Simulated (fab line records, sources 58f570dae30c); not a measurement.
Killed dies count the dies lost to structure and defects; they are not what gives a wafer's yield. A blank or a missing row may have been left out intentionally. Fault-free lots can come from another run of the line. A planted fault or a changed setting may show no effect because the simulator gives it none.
Lot-split experiment | flow berkeley-cmos170 | 23 wafers read from 5 lots, route of 331 steps

## ABOUT THE SPLIT
At UCB170_WELLDRIVE_OXIDATION_01 (target thk 199 nm, ox time 9000 s), the setting ox-time-s was moved away from the recipe's 9000 s on 20 of the 23 wafers read, by -14.3% to +11.9%. The other wafers ran this setting at the recipe's value.

The file shows no step between the split and the reading.

## THE READING
Values of WELLDRIVE_OXIDE_THK in nm from UCB170_WELLDRIVE_THK_MEAS_02. A value of 200.7 nm with a standard deviation of 2.6 nm is what fault-free wafers of this fab line usually give.

wafer  | tool, chamber at the split | ox-time-s as run, s | against the recipe | WELLDRIVE_OXIDE_THK, nm | against lot-mates on the recipe
L074.1 | -, -                       | 9459                | +5.1%              | 205.4                   | no lot-mate on the recipe
L074.2 | -, -                       | 9459                | +5.1%              | 207.1                   | no lot-mate on the recipe
L074.4 | -, -                       | 9459                | +5.1%              | 209.9                   | no lot-mate on the recipe
L074.5 | -, -                       | 9459                | +5.1%              | 203.2                   | no lot-mate on the recipe
L074.6 | -, -                       | 9459                | +5.1%              | 203.3                   | no lot-mate on the recipe
L076.1 | -, -                       | 8594                | -4.5%              | 196.3                   | no lot-mate on the recipe
L076.2 | -, -                       | 8594                | -4.5%              | 197.3                   | no lot-mate on the recipe
L076.3 | -, -                       | 8594                | -4.5%              | 196.6                   | no lot-mate on the recipe
L076.4 | -, -                       | 8594                | -4.5%              | 193.7                   | no lot-mate on the recipe
L076.6 | -, -                       | 8594                | -4.5%              | 195.2                   | no lot-mate on the recipe
L075.4 | furnace-04, 0              | 9000                | recipe             | 201.5                   | -
L075.5 | furnace-04, 0              | 9000                | recipe             | 203.9                   | -
L075.6 | furnace-04, 0              | 9000                | recipe             | 202.6                   | -
L077.2 | -, -                       | 7709                | -14.3%             | 182.1                   | no lot-mate on the recipe
L077.3 | -, -                       | 7709                | -14.3%             | 182.4                   | no lot-mate on the recipe
L077.4 | -, -                       | 7709                | -14.3%             | 184.1                   | no lot-mate on the recipe
L077.5 | -, -                       | 7709                | -14.3%             | 185.1                   | no lot-mate on the recipe
L077.6 | -, -                       | 7709                | -14.3%             | 183.9                   | no lot-mate on the recipe
L084.1 | -, -                       | 10070               | +11.9%             | 212.1                   | no lot-mate on the recipe
L084.2 | -, -                       | 10070               | +11.9%             | 213.8                   | no lot-mate on the recipe
L084.3 | -, -                       | 10070               | +11.9%             | 212.7                   | no lot-mate on the recipe
L084.4 | -, -                       | 10070               | +11.9%             | 211.9                   | no lot-mate on the recipe
L084.6 | -, -                       | 10070               | +11.9%             | 213.2                   | no lot-mate on the recipe

FIT RESULTS
A straight line over all 23 wafers: WELLDRIVE_OXIDE_THK changes by +1.11 nm for each +1% of ox-time-s; r = +0.98; the points scatter about the line by 1.9 nm.
Too few moved wafers have a lot-mate on the recipe to fit a line with each lot's own level taken away.

## THE WHOLE CHAIN: every reading that the file lists as answering this split, in the file's order
step                          | what it does                      | reading                                                                                | change (the file's fit)              | r (the file's)
UCB170_WELLDRIVE_OXIDATION_01 | target thk 199 nm, ox time 9000 s | SiO2_of_WELLDRIVE_OXIDATION_01.thk-nm (the simulator's own value, which no gauge read) | +1.11 nm for each +1% of the setting | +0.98
UCB170_WELLDRIVE_THK_MEAS_02  |                                   | WELLDRIVE_OXIDE_THK                                                                    | +1.11 for each +1% of the setting    | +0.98

## FILE'S OWN FIT
WELLDRIVE_OXIDE_THK changes by +1.11 nm for each +1% of ox-time-s, r = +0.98.
